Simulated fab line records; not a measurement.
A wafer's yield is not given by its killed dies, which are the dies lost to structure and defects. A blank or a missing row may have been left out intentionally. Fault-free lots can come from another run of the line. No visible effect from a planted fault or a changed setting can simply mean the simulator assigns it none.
fab line records -- flow berkeleyCmos170
record: lots: 5, wafers: 23
route steps=331 shown M1@244 M2@272 V2@294
startH: hours from the record's opening day to when the first of the lot's shown wafers began -- waitH: how many hours have passed since the lot's step before this one -- " same as the row above -- L1.1+2: a single row standing in for several wafers -- - no value, or no start was given -- * or withheld: withheld -- < > ~ a bound
route shown NAME@n: NAME is a module with steps in the file, n the number in the route of the first one -- usual: mean/standard deviation taken from wafers without a fault -- same: alike in all rows -- chamber/n: place in a boat -- sites: per-site readings -- _std_site: standard deviation across them -- _edge_site: mean of outer sites minus mean of inner sites -- radiusMm: how far each site lies from the wafer's centre -- mask NAME#n: copy n -- behind: the most recent tool/chamber to have shaped the wafer -- hold: what put the lot on hold/how long, in hours/how the hold closed -- device: the transistor (n, p or np) that didn't switch -- end of line: at the end of the route, the tests of the same wafers -- where a step has no rows: the recipe by itself -- killed: dies that structure and defects cost at the first sort, which is not the same as the wafer's yield -- map: a wafer's dies, x killed, . not, _ none there
set.NAME: the setting that was run; set.NAME@STEP: the one run at that earlier step -- model.NAME: the simulator's own value behind a step, which no gauge read
lots run with intentionally changed settings; tables by step, rows by wafer
== steps ==
step: UCB170_M1_EXPOSE_06
recipe: maskId: METAL1, targetCdNm: 700, na: 0.5, sigmaOuter: 0.6, sourceShape: conventional, doseMj: 21
lot.wafer,tool,chamber,startH,waitH,mask,set.doseMj
L076.1+3+6,krfScanner-01,0,172.25,-,METAL1#0,19.44
L076.2+4,krfScanner-01,0,172.25,-,METAL1#0,21
L077.1+2+4,krfScanner-02,0,188.35,-,METAL1#0,21.55
L077.5+6,krfScanner-02,0,188.35,-,METAL1#0,21
L078.1+6,krfScanner-02,0,190.22,-,METAL1#0,21.69
L078.2+4+5,krfScanner-02,0,190.22,-,METAL1#0,21
L082.1+3+4,krfScanner-02,0,204.32,-,METAL1#0,21
L083.1+3+4+5+6,krfScanner-01,0,213.40,-,METAL1#0,21
step: UCB170_M1_PEB_07
recipe: pebTempC: 130, pebTimeS: withheld, resist: KrF
step: UCB170_M1_DEVELOP_08
recipe: developer: TMAH, developTimeS: 45, resist: KrF, devTempC: 21
step: UCB170_M1_CD_MEAS_09
recipe: targetCdNm: 700
usual: cdNm: 699.6/1.2
lot.wafer,tool,chamber,startH,waitH,set.doseMj@M1_EXPOSE_06,cdNm
L076.1,cdSem-01,-,172.64,-,19.44,711.8
L076.2,cdSem-01,-,172.64,-,21,698.8
L076.3,cdSem-01,-,172.64,-,19.44,712.7
L076.4,cdSem-01,-,172.64,-,21,699.1
L076.6,cdSem-01,-,172.64,-,19.44,713.5
L077.1,cdSem-02,-,188.97,-,21.55,696.3
L077.2,cdSem-02,-,188.97,-,21.55,696.1
L077.4,cdSem-02,-,188.97,-,21.55,696.0
L077.5,cdSem-02,-,188.97,-,21,701.4
L077.6,cdSem-02,-,188.97,-,21,700.3
L078.1,cdSem-02,-,190.75,-,21.69,693.2
L078.2,cdSem-02,-,190.75,-,21,699.6
L078.4,cdSem-02,-,190.75,-,21,700.2
L078.5,cdSem-02,-,190.75,-,21,700.9
L078.6,cdSem-02,-,190.75,-,21.69,693.5
L082.1,cdSem-02,-,204.87,-,21,700.5
L082.3,cdSem-02,-,204.87,-,21,701.2
L082.4,cdSem-02,-,204.87,-,21,699.8
L083.1,cdSem-02,-,213.98,-,21,700.2
L083.3,cdSem-02,-,213.98,-,21,700.0
L083.4,cdSem-02,-,213.98,-,21,700.3
L083.5,cdSem-02,-,213.98,-,21,699.4
L083.6,cdSem-02,-,213.98,-,21,698.6
step: UCB170_M1_ETCH_11
recipe: chemistry: N2/H2, targetDepthA: withheld, overetchA: withheld, target: BARC, timeS: withheld, sourceW: 500, biasW: 100, pressureMtorr: 30, n2FlowSccm: 100, h2FlowSccm: 200
lot.wafer,tool,chamber,startH,waitH,set.doseMj@M1_EXPOSE_06,model.M1.cdNm
L076.1,rieDiel-01,2,172.80,0.0,19.44,712.1
L076.2,rieDiel-01,0,172.80,0.0,21,698.6
L076.3,rieDiel-01,1,172.80,0.0,19.44,713.1
L076.4,rieDiel-01,3,172.80,0.0,21,698.9
L076.6,rieDiel-01,2,172.80,0.0,19.44,713.5
L077.1,rieDiel-02,3,189.13,0.0,21.55,696.2
L077.2,rieDiel-02,2,189.13,0.0,21.55,696.1
L077.4,rieDiel-02,0,189.13,0.0,21.55,696.7
L077.5,rieDiel-02,3,189.13,0.0,21,700.9
L077.6,rieDiel-02,2,189.13,0.0,21,700
L078.1+6,rieDiel-04,2,190.91,0.0,21.69,693.6
L078.2,rieDiel-04,3,190.91,0.0,21,698.6
L078.4,rieDiel-04,0,190.91,0.0,21,700.1
L078.5,rieDiel-04,3,190.91,0.0,21,700.3
L082.1,rieDiel-01,3,205.03,0.0,21,699.8
L082.3,rieDiel-01,2,205.03,0.0,21,701.4
L082.4,rieDiel-01,1,205.03,0.0,21,700
L083.1,rieDiel-01,2,214.13,0.0,21,700.1
L083.3,rieDiel-01,2,214.13,0.0,21,699.7
L083.4,rieDiel-01,0,214.13,0.0,21,699.2
L083.5+6,rieDiel-01,"0,2",214.13,0.0,21,698.6
step: UCB170_M1_METAL_ETCH_12
recipe: chemistry: Cl2/BCl3, target: Al, stopOn: PSG, pressureMtorr: 12, targetDepthA: 7800, overEtchFrac: 0.3, timeS: 130, icpW: 600, biasW: 120, Cl2_flow_sccm: 90, bcl3FlowSccm: 45
lot.wafer,tool,chamber,startH,waitH,set.doseMj@M1_EXPOSE_06,model.M1.cdNm
L076.1,rieMetal-01,0,172.84,-,19.44,711.5
L076.2,rieMetal-01,1,172.84,-,21,700.3
L076.3,rieMetal-01,1,172.84,-,19.44,716
L076.4,rieMetal-01,0,172.84,-,21,698.6
L076.6,rieMetal-01,0,172.84,-,19.44,713.2
L077.1,rieMetal-01,0,189.17,-,21.55,697.2
L077.2,rieMetal-01,1,189.17,-,21.55,697.4
L077.4,rieMetal-01,1,189.17,-,21.55,698
L077.5,rieMetal-01,1,189.17,-,21,702.5
L077.6,rieMetal-01,0,189.17,-,21,701.6
L078.1,rieMetal-03,1,190.95,-,21.69,689.8
L078.2,rieMetal-03,0,190.95,-,21,699.7
L078.4,rieMetal-03,1,190.95,-,21,694.6
L078.5,rieMetal-03,0,190.95,-,21,699.5
L078.6,rieMetal-03,1,190.95,-,21.69,689.6
L082.1,rieMetal-01,1,205.07,-,21,701
L082.3,rieMetal-01,0,205.07,-,21,701.6
L082.4,rieMetal-01,1,205.07,-,21,701.8
L083.1,rieMetal-02,0,214.20,-,21,697
L083.3,rieMetal-02,1,214.20,-,21,697.7
L083.4,rieMetal-02,0,214.20,-,21,696.4
L083.5,rieMetal-02,0,214.20,-,21,694.5
L083.6,rieMetal-02,1,214.20,-,21,697.5
step: UCB170_M1_STRIP_13
recipe: chemistry: O2, powerW: 400, pressureMtorr: 3500, platenTempC: withheld, o2FlowSccm: 400, overashFraction: 0.5
step: UCB170_M1_CD_MEAS_90
recipe: targetCdNm: 700
usual: cdNm: 699.3/2.5
lot.wafer,tool,chamber,startH,waitH,set.doseMj@M1_EXPOSE_06,cdNm
L076.1,cdSem-01,-,173.07,0.1,19.44,711.6
L076.2,cdSem-01,-,173.07,0.1,21,700.5
L076.3,cdSem-01,-,173.07,0.1,19.44,715.9
L076.4,cdSem-01,-,173.07,0.1,21,698.9
L076.6,cdSem-01,-,173.07,0.1,19.44,713.2
L077.1,cdSem-01,-,189.40,0.1,21.55,697.1
L077.2,cdSem-01,-,189.40,0.1,21.55,697.0
L077.4,cdSem-01,-,189.40,0.1,21.55,697.7
L077.5,cdSem-01,-,189.40,0.1,21,702.9
L077.6,cdSem-01,-,189.40,0.1,21,701.6
L078.1,cdSem-01,-,191.19,0.1,21.69,690.0
L078.2,cdSem-01,-,191.19,0.1,21,699.9
L078.4,cdSem-01,-,191.19,0.1,21,694.4
L078.5,cdSem-01,-,191.19,0.1,21,699.7
L078.6,cdSem-01,-,191.19,0.1,21.69,689.4
L082.1,cdSem-01,-,205.32,0.1,21,701.1
L082.3,cdSem-01,-,205.32,0.1,21,701.6
L082.4,cdSem-01,-,205.32,0.1,21,702.1
L083.1,cdSem-01,-,214.43,0.1,21,697.1
L083.3,cdSem-01,-,214.43,0.1,21,697.8
L083.4,cdSem-01,-,214.43,0.1,21,696.5
L083.5,cdSem-01,-,214.43,0.1,21,694.4
L083.6,cdSem-01,-,214.43,0.1,21,697.5
step: UCB170_M2_SPUTTER_01
recipe: material: Al, targetThkNm: 900, timeS: 120, powerW: 6000, chamberPressurePa: 0.5
lot.wafer,tool,chamber,startH,waitH,set.powerW,model.Al_of_M2_SPUTTER_01.thkNm
L076.1,pvdSputter-01,-,179.08,0.0,6000,899.8
L076.2,pvdSputter-01,-,179.08,0.0,6000,899.9
L076.3,pvdSputter-01,-,179.08,0.0,6000,893.6
L076.4,pvdSputter-01,-,179.08,0.0,6000,901.7
L076.6,pvdSputter-01,-,179.08,0.0,6000,893
L077.1,pvdSputter-02,-,195.82,0.0,6000,885.8
L077.2,pvdSputter-02,-,195.82,0.0,6000,898.1
L077.4,pvdSputter-02,-,195.82,0.0,6000,906.5
L077.5,pvdSputter-02,-,195.82,0.0,6000,901
L077.6,pvdSputter-02,-,195.82,0.0,6000,879.5
L078.1,pvdSputter-01,-,196.61,0.0,6000,900.4
L078.2,pvdSputter-01,-,196.61,0.0,6000,904.9
L078.4,pvdSputter-01,-,196.61,0.0,6000,893.2
L078.5,pvdSputter-01,-,196.61,0.0,5348,807.7
L078.6,pvdSputter-01,-,196.61,0.0,5348,798.3
L082.1,pvdSputter-02,-,209.22,0.0,6000,913.8
L082.3,pvdSputter-02,-,209.22,0.0,6000,902
L082.4,pvdSputter-02,-,209.22,0.0,6000,898.7
L083.1,pvdSputter-01,-,218.94,0.0,6400,955.3
L083.3,pvdSputter-01,-,218.94,0.0,6000,882.2
L083.4,pvdSputter-01,-,218.94,0.0,6000,891.7
L083.5,pvdSputter-01,-,218.94,0.0,6000,888.9
L083.6,pvdSputter-01,-,218.94,0.0,6400,950.9
step: UCB170_M2_RS_MEAS_02
recipe: thkMeasGauge: four-point-probe, reads: Al_of_M2_SPUTTER_01
usual: M2_AL_RS: 0.0322/0.00033
lot.wafer,tool,chamber,startH,waitH,set.powerW@M2_SPUTTER_01,M2_AL_RS[ohm/sq]
L076.1,filmMetro-02,-,179.16,0.0,6000,0.0322
L076.2,filmMetro-02,-,179.16,0.0,6000,0.0322
L076.3,filmMetro-02,-,179.16,0.0,6000,0.0324
L076.4,filmMetro-02,-,179.16,0.0,6000,0.0321
L076.6,filmMetro-02,-,179.16,0.0,6000,0.0324
L077.1,filmMetro-04,-,195.90,0.0,6000,0.0327
L077.2,filmMetro-04,-,195.90,0.0,6000,0.0323
L077.4,filmMetro-04,-,195.90,0.0,6000,0.0319
L077.5,filmMetro-04,-,195.90,0.0,6000,0.0321
L077.6,filmMetro-04,-,195.90,0.0,6000,0.0330
L078.1,filmMetro-02,-,196.70,0.0,6000,0.0321
L078.2,filmMetro-02,-,196.70,0.0,6000,0.0320
L078.4,filmMetro-02,-,196.70,0.0,6000,0.0325
L078.5,filmMetro-02,-,196.70,0.0,5348,0.0359
L078.6,filmMetro-02,-,196.70,0.0,5348,0.0363
L082.1,filmMetro-02,-,209.30,0.0,6000,0.0317
L082.3,filmMetro-02,-,209.30,0.0,6000,0.0321
L082.4,filmMetro-02,-,209.30,0.0,6000,0.0322
L083.1,filmMetro-04,-,219.02,0.0,6400,0.0303
L083.3,filmMetro-04,-,219.02,0.0,6000,0.0328
L083.4,filmMetro-04,-,219.02,0.0,6000,0.0325
L083.5,filmMetro-04,-,219.02,0.0,6000,0.0325
L083.6,filmMetro-04,-,219.02,0.0,6400,0.0305
step: UCB170_M2_THK_MEAS_03
recipe: thkMeasGauge: xrf, reads: Al_of_M2_SPUTTER_01
usual: M2_AL_THK: 892/9
lot.wafer,tool,chamber,startH,waitH,set.powerW@M2_SPUTTER_01,M2_AL_THK[nm]
L076.1,filmMetro-02,-,179.28,0.1,6000,894
L076.2,filmMetro-02,-,179.28,0.1,6000,893
L076.3,filmMetro-02,-,179.28,0.1,6000,889
L076.4,filmMetro-02,-,179.28,0.1,6000,892
L076.6,filmMetro-02,-,179.28,0.1,6000,888
L077.1,filmMetro-04,-,196.02,0.1,6000,881
L077.2,filmMetro-04,-,196.02,0.1,6000,897
L077.4,filmMetro-04,-,196.02,0.1,6000,905
L077.5,filmMetro-04,-,196.02,0.1,6000,893
L077.6,filmMetro-04,-,196.02,0.1,6000,874
L078.1,filmMetro-02,-,196.82,0.1,6000,887
L078.2,filmMetro-02,-,196.82,0.1,6000,896
L078.4,filmMetro-02,-,196.82,0.1,6000,881
L078.5,filmMetro-02,-,196.82,0.1,5348,793
L078.6,filmMetro-02,-,196.82,0.1,5348,785
L082.1,filmMetro-02,-,209.42,0.1,6000,903
L082.3,filmMetro-02,-,209.42,0.1,6000,888
L082.4,filmMetro-02,-,209.42,0.1,6000,885
L083.1,filmMetro-04,-,219.14,0.1,6400,957
L083.3,filmMetro-04,-,219.14,0.1,6000,886
L083.4,filmMetro-04,-,219.14,0.1,6000,893
L083.5,filmMetro-04,-,219.14,0.1,6000,887
L083.6,filmMetro-04,-,219.14,0.1,6400,952
step: UCB170_V2_CMP_02
recipe: material: SiO2, downForcePsi: 6, platenRpm: 60, padVelocityMS: 0.75398
lot.wafer,tool,chamber,startH,waitH,set.leaveAboveRefNm,model.SiO2_of_V2_CVD_00.thkNm
L076.1+2,cmp-02,"2,3",183.06,0.1,1024,1024
L076.3,cmp-02,0,183.06,0.1,1024,1023
L076.4,cmp-02,1,183.06,0.1,1000,999.7
L076.6,cmp-02,3,183.06,0.1,1000,1001
L077.2,cmp-02,1,198.77,0.0,927.3,926.8
L077.4,cmp-02,3,198.77,0.0,1000,1000
L077.1,cmp-02,0,198.77,0.0,927.3,925.7
L077.5,cmp-02,1,198.77,0.0,927.3,926.5
L077.6,cmp-02,2,198.77,0.0,1000,999.1
L078.1,cmp-02,3,199.41,0.1,1000,1000
L078.2,cmp-02,0,199.41,0.1,1000,998.7
L078.4,cmp-02,2,199.41,0.1,926.4,925.5
L078.6,cmp-02,3,199.41,0.1,926.4,925.7
L078.5,cmp-02,0,199.41,0.1,926.4,924.7
L082.4,cmp-01,0,212.20,0.0,1000,999.1
L082.3,cmp-01,2,212.20,0.0,1000,999.4
L082.1,cmp-01,3,212.20,0.0,1000,999.8
L083.3,cmp-01,2,222.55,0.0,1000,1001
L083.4,cmp-01,0,222.55,0.0,956.3,956.4
L083.1,cmp-01,1,222.55,0.0,1000,1002
L083.6,cmp-01,2,222.55,0.0,1000,999.1
L083.5,cmp-01,3,222.55,0.0,956.3,955.3
step: UCB170_V2_THK_MEAS_04
recipe: reads: SiO2_of_V2_CVD_00
usual: V2_POLISHED_THK: 1000.0/1.1
lot.wafer,tool,chamber,startH,waitH,set.leaveAboveRefNm@V2_CMP_02,V2_POLISHED_THK[nm]
L076.1,filmMetro-03,-,183.48,0.1,1024,1023.9
L076.2,filmMetro-03,-,183.48,0.1,1024,1024.8
L076.3,filmMetro-03,-,183.48,0.1,1024,1022.7
L076.4,filmMetro-03,-,183.48,0.1,1000,999.4
L076.6,filmMetro-03,-,183.48,0.1,1000,1000.1
L077.1,filmMetro-01,-,199.19,0.1,927.3,925.5
L077.2,filmMetro-01,-,199.19,0.1,927.3,926.0
L077.4,filmMetro-01,-,199.19,0.1,1000,999.5
L077.5,filmMetro-01,-,199.19,0.1,927.3,926.4
L077.6,filmMetro-01,-,199.19,0.1,1000,998.5
L078.1,filmMetro-02,-,199.83,0.1,1000,1000.6
L078.2,filmMetro-02,-,199.83,0.1,1000,998.8
L078.4,filmMetro-02,-,199.83,0.1,926.4,925.3
L078.5,filmMetro-02,-,199.83,0.1,926.4,924.8
L078.6,filmMetro-02,-,199.83,0.1,926.4,925.9
L082.1,filmMetro-02,-,212.62,0.1,1000,999.2
L082.3,filmMetro-02,-,212.62,0.1,1000,999.7
L082.4,filmMetro-02,-,212.62,0.1,1000,1000.0
L083.1,filmMetro-02,-,222.97,0.1,1000,1000.9
L083.3,filmMetro-02,-,222.97,0.1,1000,1000.8
L083.4,filmMetro-02,-,222.97,0.1,956.3,956.4
L083.5,filmMetro-02,-,222.97,0.1,956.3,955.5
L083.6,filmMetro-02,-,222.97,0.1,1000,999.6
== key ==
split: step: UCB170_M1_EXPOSE_06, setting: doseMj, stated: 21, by: wafer
response: step: UCB170_M1_CD_MEAS_09, reading: cdNm, change: -1.88, per: 1%, r: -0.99
response: step: UCB170_M1_ETCH_11, reading: model.M1.cdNm, change: -1.86, per: 1%, r: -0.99
response: step: UCB170_M1_METAL_ETCH_12, reading: model.M1.cdNm, change: -1.97, per: 1%, r: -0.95
response: step: UCB170_M1_CD_MEAS_90, reading: cdNm, change: -1.97, per: 1%, r: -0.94
split: step: UCB170_M2_SPUTTER_01, setting: powerW, stated: 6000, by: wafer
response: step: UCB170_M2_SPUTTER_01, reading: model.Al_of_M2_SPUTTER_01.thkNm, change: +9.14, per: 1%, r: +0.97
response: step: UCB170_M2_RS_MEAS_02, reading: M2_AL_RS, change: -0.000353, per: 1%, r: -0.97
response: step: UCB170_M2_THK_MEAS_03, reading: M2_AL_THK, change: +9.33, per: 1%, r: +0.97
split: step: UCB170_V2_CMP_02, setting: leaveAboveRefNm, stated: 1000, by: wafer
response: step: UCB170_V2_CMP_02, reading: model.SiO2_of_V2_CVD_00.thkNm, change: +10.1, per: 1%, r: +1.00
response: step: UCB170_V2_THK_MEAS_04, reading: V2_POLISHED_THK, change: +10.1, per: 1%, r: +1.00
